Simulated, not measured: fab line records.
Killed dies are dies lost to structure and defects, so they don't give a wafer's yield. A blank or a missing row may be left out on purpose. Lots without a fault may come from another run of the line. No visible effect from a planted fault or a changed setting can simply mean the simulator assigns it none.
The same fault as seen by 2 desks    flow berkeleyCmos170    numbers are kept per desk, each desk with only its own; the story behind them comes last

THE METROLOGY DESK
Lot by lot, what the gauges showed, no matter which tool ran the lot: averages of those sampled wafers that carry a number. If a lot's mean is further than 4 standard deviations from the usual mean, the lot is out of limits and carries the mark OUT (the distance appears in the brackets).
Columns: A = INCOMING_BOW at UCB170_START_BOW_MEAS_00, usual -1 um; B = PFIELD_TW at UCB170_PFIELD_TW_MEAS_09, usual 606; C = GATE_OVL at UCB170_GATE_OVL_MEAS_13, usual 0 nm; D = PSD_TW at UCB170_PSD_TW_MEAS_10, usual 2334; E = PSD_RS at UCB170_SDANNEAL_RS_MEAS_02, usual 75.4 ohm/sq
lot   first seen here  A   B    C    D                E
L840  day 1 10:01      -5  605  -10  2346             75.4
L841  day 1 15:02      2   606  7    2353             75.6
L843  day 2 01:00      3   611  0    2323             75.3
L844  day 2 06:00      5   610  8    2368             75.4
L848  day 3 02:00      -3  602  -4   2365             75.4
L849  day 3 07:01      6   612  -10  2153 (-9.5) OUT  89.4 (+40) OUT
L851  day 3 17:00      -4  612  2    2365             75.1
L853  day 4 03:00      -4  600  6    2157 (-9.3) OUT  90.0 (+42) OUT
L855  day 4 13:01      -3  613  -1   2324             75.7
L857  day 4 23:01      3   607  -8   2319             75.4
L859  day 5 09:02      1   599  1    2318             75.2
L860  day 5 14:00      -2  608  -1   2319             75.5
L862  day 6 00:00      1   599  0    2323             76.1
L863  day 6 05:00      3   600  3    2328             74.8
This desk reports L849, L853 out of limits; the earliest was L849 at day 8 09:31 (PSD_TW at UCB170_PSD_TW_MEAS_10). L840, L841, L843, L844, L848, L851, L855, L857, L859, L860, L862, L863: within limits.

DESK OF THE TOOL OWNER: implanter-01
The tool's own readings at UCB170_PSD_IMPLANT_08: means of the sampled wafers that have a number, for each lot that ran on this tool. If a lot's mean is further than 4 standard deviations from the usual mean, the lot is out of limits and carries the mark OUT (the distance appears in the brackets).
Columns: A = beamOnS at UCB170_PSD_IMPLANT_08, usual 10.01 s; B = faradayCurrentUA at UCB170_PSD_IMPLANT_08, usual 9249
lot   first seen here  A               B
L848  day 7 11:04      9.81            9415
L849  day 8 09:17      7.78 (-11) OUT  11872 (+14) OUT
L853  day 8 23:10      7.91 (-10) OUT  11743 (+13) OUT
This desk's verdict: out of limits on L849, L853, starting with L849 at day 8 09:17 (beamOnS at UCB170_PSD_IMPLANT_08). L848: within limits.

PUT TOGETHER
On L849, L853, at day 8 09:17, an alarm was possible from the tool owner's desk.
At day 8 09:31 the metrology desk could have sounded an alarm, on L849, L853.
All the named lots went through UCB170_PSD_IMPLANT_08 on implanter-01.

WHAT HAD BEEN PUT IN BY THE SIMULATOR
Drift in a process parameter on implanter-01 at UCB170_PSD_IMPLANT_08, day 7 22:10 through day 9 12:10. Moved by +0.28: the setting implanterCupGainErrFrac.
Shown lots that were struck: L849, L853.
Counting hours from when the fault started, the first reading out of limits came at 11 for the tool owner's desk and at 11 for the metrology desk.
